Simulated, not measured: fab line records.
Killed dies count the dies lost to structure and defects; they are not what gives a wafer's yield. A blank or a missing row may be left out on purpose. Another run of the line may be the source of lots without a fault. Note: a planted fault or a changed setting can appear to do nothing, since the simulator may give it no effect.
A struck lot beside a sound one | flow rit-cmos | 32 out of 202 route steps
Sound: wafers L504.3, L504.4, L504.5. Wafers struck: L525.1, L525.3, L525.5. The cause comes at the end.
Per side, at each step with rows, come the tool, then ch with its chambers, and then its first start. Under that, the readings that differ: sound wafers | struck wafers | difference of the means | sigmas: that difference in standard deviations of wafers without a fault.
alike: readings whose means differ by less than 2 such deviations, and words and numbers that are the same on both sides. not compared: withheld readings, readings that some wafer has no value for, bounds like >300 that may hide the same value, and numbers for which the record gives no deviation and whose values overlap.
The two part at a step that has a row with sigmas, a row that says differs or no value, or rows on one side only. Numbers that don't overlap but have no deviation are shown without sigmas and don't part them. A reading missing from all wafers of one side parts the sides only when that side holds two or more wafers.

first, 5 steps without rows for these wafers: RIT_CONTACT_COAT_03 (resist thk 1000 nm); RIT_CONTACT_SOFTBAKE_04 (time 60 s); RIT_CONTACT_EXPOSE_05 (exposes mask M11, target cd 1000 nm); RIT_CONTACT_PEB_06; RIT_CONTACT_DEVELOP_07 (develop time 125.5 s).
RIT_CONTACT_CD_MEAS_08: the cd target is 1000 nm.
  sound on cd-sem-02 at day 3 13:47; struck on cd-sem-02 at day 7 22:30
  alike: cd-nm
RIT_CONTACT_OVL_MEAS_09:
  sound on overlay-01 at day 3 13:52; struck on overlay-01 at day 7 22:37
  alike: CONTACT_OVL
then, 1 step without rows for these wafers: RIT_CONTACT_HARDBAKE_10 (time 60 s).
RIT_CONTACT_ETCH_11: etches SiO2 in CHF3/CF4/Ar, stops on TiSi2, target depth 480 nm, time 320 s.
  sound on rie-diel-03 ch 0,1,2, day 3 14:03; struck on rie-diel-02 ch 1,2,3, day 7 22:49
  alike: drypump-motor-current-A, oes-product-au, throttle-valve-pct
  not compared: rf-hours-counter-h
RIT_CONTACT_STRIP_12: strips in O2, time 180 s.
  sound on plasma-asher-02 ch 0,1, day 3 14:18; struck on plasma-asher-01 ch 1, day 7 23:00
  alike: drypump-motor-current-A
  not compared: rf-hours-counter-h
RIT_CONTACT_CD_MEAS_90: the cd target is 1000 nm.
  sound on cd-sem-01 at day 3 14:28; struck on cd-sem-01 at day 7 23:11
  alike: cd-nm
then, 1 step without rows for these wafers: RIT_CONTACT_CLEAN_13 (cleans in SC1, time 600 s).
RIT_CONTACT_CLEAN_14: cleans in SC2, time 600 s.
  sound on wet-bench-02 ch 2, day 3 14:43; struck on wet-bench-04 ch 2, day 7 23:29
RIT_M1_SPUTTER_00: material Al, target thk 400 nm, time 488.3 s.
  sound on pvd-sputter-04 at day 3 14:53; struck on pvd-sputter-03 at day 7 23:40
  alike: throttle-valve-pct
RIT_M1_RS_MEAS_01: uses a four-point probe to measure.
  sound on film-metro-04 at day 3 15:13; struck on film-metro-02 at day 7 23:58
  alike: M1_AL_RS
RIT_M1_THK_MEAS_02: measures by xrf.
  sound on film-metro-04 at day 3 15:19; struck on film-metro-02 at day 8 00:05
  reading        | sound       | struck      | difference | sigmas
  M1_AL_THK (nm) | 392 389 387 | 380 378 379 | -10        | -2
then, 6 steps without rows for these wafers: RIT_M1_HMDS_03 (prime time 60 s); RIT_M1_COAT_04 (resist thk 1300 nm); RIT_M1_SOFTBAKE_05 (time 60 s); RIT_M1_EXPOSE_06 (exposes mask M12, target cd 2600 nm); RIT_M1_PEB_07; RIT_M1_DEVELOP_08 (develop time 70.99 s).
RIT_M1_CD_MEAS_09: the cd target is 2600 nm.
  sound on cd-sem-02 at day 3 16:17; struck on cd-sem-01 at day 8 01:08
  alike: cd-nm
RIT_M1_OVL_MEAS_10:
  sound on overlay-02 at day 3 16:22; struck on overlay-01 at day 8 01:16
  alike: M1_OVL
then, 1 step without rows for these wafers: RIT_M1_HARDBAKE_11 (time 120 s).
RIT_M1_METAL_ETCH_12: etches Al in Cl2/BCl3, stops on SiO2, time 165 s, target depth 600 nm.
  sound on rie-metal-03 ch 0,1, day 3 16:42; struck on rie-metal-03 ch 0,1, day 8 01:33
  alike: drypump-motor-current-A, oes-product-au, throttle-valve-pct
  not compared: rf-hours-counter-h
then, 1 step without rows for these wafers: RIT_M1_STRIP_13 (strips in nmp, time 600 s).
RIT_M1_STRIP_14: strips in O2, time 180 s.
  sound on plasma-asher-03 ch 0,1, day 3 17:02; struck on plasma-asher-04 ch 0,1, day 8 01:54
  reading                     | sound       | struck      | difference | sigmas
  drypump-motor-current-A (A) | 5.1 5.1 5.1 | 6.9 6.9 5.8 | +1.4       | +2
  not compared: rf-hours-counter-h
RIT_M1_CD_MEAS_90: the cd target is 2600 nm.
  sound on cd-sem-01 at day 3 17:12; struck on cd-sem-01 at day 8 02:05
  alike: cd-nm
then, 1 step without rows for these wafers: RIT_M1_ANNEAL_15 (time 1800 s).
RIT_M1_BOW_MEAS_16:
  sound on film-metro-03 at day 3 18:49; struck on film-metro-03 at day 8 03:42
  alike: M1_BOW
RIT_M1_PROBE_99:
  sound on prober-01 at day 3 19:00; struck on prober-02 at day 8 03:49
  reading            | sound | struck                                                                     | difference                   | sigmas
  hold               | - - - | await-dispo/5.0h/release await-dispo/5.0h/release await-dispo/5.0h/release | no value on the sound wafers |
  killed-at-contacts | 0 0 0 | 32 34 30                                                                   | +32                          | +99 or more
  killed-dies        | 3 9 5 | 36 41 31                                                                   | +30                          | +11
  alike: killed_at_M0_to_M3, killed-at-front-end, killed-open, killed-short

== WHERE THEY PART ==
Earliest at RIT_M1_THK_MEAS_02; latest, in this record, at RIT_M1_PROBE_99.

WHY: what had been put in by the simulator
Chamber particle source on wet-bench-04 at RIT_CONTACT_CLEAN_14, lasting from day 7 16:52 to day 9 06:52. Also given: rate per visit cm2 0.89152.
